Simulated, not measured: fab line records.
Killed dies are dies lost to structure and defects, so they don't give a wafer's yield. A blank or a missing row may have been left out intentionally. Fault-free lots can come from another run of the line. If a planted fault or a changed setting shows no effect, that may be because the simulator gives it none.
Check for tools in common | flow rit-cmos | 45 wafers sampled across 15 lots

## WHY THIS WAS OPENED
At RIT_GATE_THK_MEAS_07 the reading GATE_OXIDE_THK is flagged on 3 of 15 lots. Wafers without a fault read 2.99 nm, standard deviation 0.064.
Rule: a lot gets a flag if all its wafers with a number sit over 4 standard deviations from that mean, or if no wafer of it has a number. As for the other lots, they are considered sound.

lot  | measured    | on            | GATE_OXIDE_THK (nm), wafer by wafer | flag
L440 | day 2 09:41 | film-metro-04 | 2.91 2.91 3.02                      |
L441 | day 2 14:26 | film-metro-04 | 2.99 2.96 2.99                      |
L442 | day 2 22:37 | film-metro-04 | 2.88 2.90 2.94                      |
L443 | day 3 00:48 | film-metro-04 | 3.88 3.84 3.95                      | FLAGGED
L444 | day 3 06:08 | film-metro-02 | 3.88 3.76 3.80                      | FLAGGED
L445 | day 3 15:23 | film-metro-02 | 3.80 3.70 3.78                      | FLAGGED
L449 | day 4 06:20 | film-metro-02 | 3.03 3.08 3.05                      |
L454 | day 5 10:38 | film-metro-04 | 3.05 3.00 2.94                      |
L456 | day 5 17:56 | film-metro-01 | 3.06 3.00 3.04                      |
L457 | day 6 02:18 | film-metro-02 | 2.88 3.03 2.95                      |
L458 | day 6 05:08 | film-metro-01 | 3.00 3.07 3.16                      |
L459 | day 6 09:34 | film-metro-02 | 2.95 2.98 2.96                      |
L460 | day 6 17:16 | film-metro-01 | 3.01 2.96 2.94                      |
L461 | day 6 19:14 | film-metro-02 | 2.87 2.92 2.94                      |
L463 | day 7 07:29 | film-metro-02 | 3.03 3.01 2.94                      |
The numbers of the flagged lots are 3.82 nm on average: +0.83 nm against the usual, or +13 standard deviations.

## TOOL THAT RAN EACH LOT
The record keeps 1 process step preceding the reading, out of 202 steps on the route. Each cell gives the tool, then ch followed by the chambers the sampled wafers passed through, then the start.
lot  | flag    | RIT_GATE_OXIDATION_05
L440 |         | furnace-04 ch 0, day 2 08:22
L441 |         | furnace-01 ch 0, day 2 13:05
L442 |         | furnace-01 ch 0, day 2 20:22
L443 | FLAGGED | furnace-01 ch 0, day 2 23:29
L444 | FLAGGED | furnace-01 ch 0, day 3 04:49
L445 | FLAGGED | furnace-01 ch 0, day 3 14:03
L449 |         | furnace-02 ch 0, day 4 04:59
L454 |         | furnace-02 ch 0, day 5 07:59
L456 |         | furnace-04 ch 0, day 5 16:35
L457 |         | furnace-02 ch 0, day 5 23:47
L458 |         | furnace-04 ch 0, day 6 03:48
L459 |         | furnace-04 ch 0, day 6 07:47
L460 |         | furnace-01 ch 0, day 6 15:56
L461 |         | furnace-01 ch 0, day 6 17:53
L463 |         | furnace-02 ch 0, day 7 06:10
What the steps here do:
- RIT_GATE_OXIDATION_05: target thk 3 nm, ox time 270 s.
- RIT_GATE_THK_MEAS_07

## FLAGGED OVER TOTAL, TOOL BY TOOL (the gauges that took the reading come last)
step                  | tool          | lots run | flagged | share of the flagged lots | sound lots run after its first flagged lot
RIT_GATE_OXIDATION_05 | furnace-01    | 7        | 3       | all                       | 2 (L460,L461)
RIT_GATE_OXIDATION_05 | furnace-02    | 4        | 0       | none                      | -
RIT_GATE_OXIDATION_05 | furnace-04    | 4        | 0       | none                      | -
RIT_GATE_THK_MEAS_07  | film-metro-01 | 3        | 0       | none                      | -
RIT_GATE_THK_MEAS_07  | film-metro-02 | 7        | 2       | some                      | 5 (L449,L457,L459,L461,L463)
RIT_GATE_THK_MEAS_07  | film-metro-04 | 5        | 1       | some                      | 1 (L454)

## WHAT IS ALLOWED BY THE TABLE
1 row of the table ran every flagged lot: furnace-01 at RIT_GATE_OXIDATION_05.
- furnace-01 at RIT_GATE_OXIDATION_05: 3 of its 7 lots flagged. After the first flagged lot (L460, L461), sound lots still ran on it; a lasting fault on the whole tool would not permit that. Its own readings lie more than 4 standard deviations out on every wafer of the flagged lots: spike-tc-centre-C, spike-tc-load-C, spike-tc-source-C, tube-center-temp-C, tube_center_temp_C_max.
There is no row in the table that ran each flagged lot and no sound lot after the first.

## WHAT THE SIMULATOR HAD PUT IN
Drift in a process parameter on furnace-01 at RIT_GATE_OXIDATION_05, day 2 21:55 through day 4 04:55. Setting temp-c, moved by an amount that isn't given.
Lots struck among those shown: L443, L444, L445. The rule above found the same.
